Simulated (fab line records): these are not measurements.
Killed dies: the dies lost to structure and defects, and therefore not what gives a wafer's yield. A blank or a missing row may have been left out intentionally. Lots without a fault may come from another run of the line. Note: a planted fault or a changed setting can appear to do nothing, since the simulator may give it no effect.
Which tool is to blame?	flow rit cmos	14 lots with 42 wafers sampled at 2 steps, on a route of 202 steps

## WHAT THE GAUGES READ, wafer by wafer
Not one reading of a measure or inspect step in the record can be checked against a usual standard deviation.

## TOOL THAT RAN EACH LOT (tool first, then ch and the chambers of the sampled wafers, then the start)
lot	RIT_M1_METAL_ETCH_12	RIT_M1_PROBE_99
L864	rie metal-03 ch 1, day 3 17:27	prober-01, day 3 21:36
L866	rie metal-01 ch 0,1, day 3 23:40	prober-01, day 4 02:01
L867	rie metal-03 ch 0,1, day 4 07:36	prober-02, day 4 13:02
L868	rie metal-04 ch 0,1, day 4 11:21	prober-01, day 4 15:48
L869	rie metal-01 ch 0,1, day 4 11:33	prober-02, day 4 15:48
L872	rie metal-01 ch 0,1, day 5 03:41	prober-01, day 5 07:24
L873	rie metal-03 ch 0,1, day 5 14:48	prober-02, day 5 21:09
L875	rie metal-01 ch 0,1, day 5 18:11	prober-01, day 5 20:42
L876	rie metal-03 ch 0,1, day 6 05:58	prober-01, day 6 09:32
L878	rie metal-01 ch 0,1, day 6 21:31	prober-01, day 6 23:46
L880	rie metal-01 ch 0, day 7 00:41	prober-01, day 7 03:01
L882	rie metal-01 ch 0,1, day 7 09:21	prober-01, day 7 11:40
L886	rie metal-04 ch 0,1, day 8 00:28	prober-01, day 8 03:59
L887	rie metal-03 ch 1, day 8 05:28	prober-02, day 8 07:52
- RIT_M1_METAL_ETCH_12: etches Al in Cl2/BCl3, stops on SiO2, time 165 s, target depth 600 nm.
- RIT_M1_PROBE_99

## AS READ BY THE TOOLS THEMSELVES (means over the sampled wafers that have a number; for cases with no such wafer, the mark the record gives instead)
RIT_M1_METAL_ETCH_12. Usual: bcl3 flow sccm 49.98 sccm, standard deviation 0.14; drypump motor current A 5.71 A, standard deviation 0.19; mfc cl2 sccm 60.01 sccm, standard deviation 0.18; oes product au 0.778 a.u., standard deviation 0.011; run length s 193.6 s, standard deviation 0.37; throttle valve pct 8.27 %, standard deviation 0.14.
lot	tool	bcl3 flow sccm (sccm)	drypump motor current A (A)	mfc cl2 sccm (sccm)	oes product au (a.u.)	run length s (s)	throttle valve pct (%)	flag
L864	rie metal-03	49.87	5.43	60.02	0.784	193.9	8.37	
L866	rie metal-01	49.64	5.72	60.09	0.786	193.5	8.23	
L867	rie metal-03	50.00	5.48	59.74	0.789	193.7	8.26	
L868	rie metal-04	49.95	5.96	59.92	0.770	193.6	8.39	
L869	rie metal-01	50.12	5.74	60.06	0.767	193.7	8.16	
L872	rie metal-01	49.83	5.72	59.96	0.771	193.5	8.22	
L873	rie metal-03	49.91	5.57	60.10	0.774	193.7	8.17	
L875	rie metal-01	49.96	5.75	59.87	0.770	193.7	8.15	
L876	rie metal-03	50.10	5.58	60.03	0.787	193.5	8.18	
L878	rie metal-01	50.01	5.74	60.24	0.770	193.6	8.23	
L880	rie metal-01	50.14	5.70	60.02	1.019	152.5	8.27	OFF
L882	rie metal-01	49.88	5.77	60.05	0.981	152.2	8.13	OFF
L886	rie metal-04	50.15	5.89	60.07	0.790	193.6	8.42	
L887	rie metal-03	50.06	5.41	59.95	0.780	194.0	8.36	

RIT_M1_PROBE_99. Usual: for defect limited yield, 97.4 % with a standard deviation of 1.1; for killed_at_M0_to_M3, 0.0 with a standard deviation of 0.2; for killed at contacts, 0.0 with a standard deviation of 0.2; for killed at front end, 6.8 with a standard deviation of 2.9; for killed dies, 6.8 with a standard deviation of 2.9; for killed open, 3.3 with a standard deviation of 1.9; for killed short, 3.5 with a standard deviation of 2.
lot	tool	defect limited yield (%)	killed_at_M0_to_M3	killed at contacts	killed at front end	killed dies	killed open	killed short	flag
L864	prober-01	97.7	0.0	0.0	6.0	6.0	1.7	4.3	
L866	prober-01	97.2	0.0	0.0	7.3	7.3	3.3	4.0	
L867	prober-02	97.1	0.0	0.0	7.7	7.7	3.3	4.3	
L868	prober-01	97.7	0.0	0.0	6.0	6.0	1.7	4.3	
L869	prober-02	98.1	0.0	0.0	5.0	5.0	2.7	2.3	
L872	prober-01	97.3	0.0	0.3	6.7	7.0	3.7	3.3	
L873	prober-02	97.1	0.3	0.0	7.3	7.7	3.3	4.3	
L875	prober-01	97.3	0.0	0.0	7.0	7.0	4.7	2.3	
L876	prober-01	96.5	0.0	0.0	9.3	9.3	5.3	3.7	
L878	prober-01	98.3	0.0	0.3	4.0	4.3	1.7	2.3	
L880	prober-01	97.0	0.0	0.0	8.0	8.0	4.3	3.7	
L882	prober-01	98.1	0.3	0.0	4.7	5.0	3.0	2.0	
L886	prober-01	98.0	0.3	0.0	5.0	5.3	2.3	3.0	
L887	prober-02	98.2	0.3	0.0	4.3	4.7	2.7	2.0	

## THE ANSWER, worked out from the rows above alone
Rule: take the mean of a lot's wafers that have a number; if it is more than 3 standard deviations from the usual mean, the lot is off. A lot without any number at a reading at which 4 lots or more have one is off too. Where the step has rows for the other lots, those lots are counted as sound. After the gauges, taken in route order, come the tools' own readings; for these a lot's mean is taken, as printed above. At the first step where some lot is off, the reading lying furthest off is the one used; lots without a number count as furthest.
Off: L880, L882, at RIT_M1_METAL_ETCH_12 (run length s).
A tool fits if, at that step or a process step before it, it ran every lot that is off, and no sound lot after the first of them. One fits: rie metal-01 at RIT_M1_METAL_ETCH_12. A fault onset in the window from L878 (day 6 21:31, its last sound lot) to L880 (day 7 00:41, its first lot off) fits.
The tool's own readings at RIT_M1_METAL_ETCH_12 bear it out: on the lots that are off they differ by more than 5 times the standard deviation of the sound lots' means. oes product au reads 1.000 a.u. there against 0.778 a.u. on the sound lots; run length s reads 152.3 s there against 193.7 s on the sound lots.

## WHAT THE SIMULATOR HAD PUT IN
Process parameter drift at RIT_M1_METAL_ETCH_12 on rie metal-01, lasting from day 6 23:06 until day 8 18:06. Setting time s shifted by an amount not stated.
Shown lots that were struck: L880, L882. The rule above found the same.
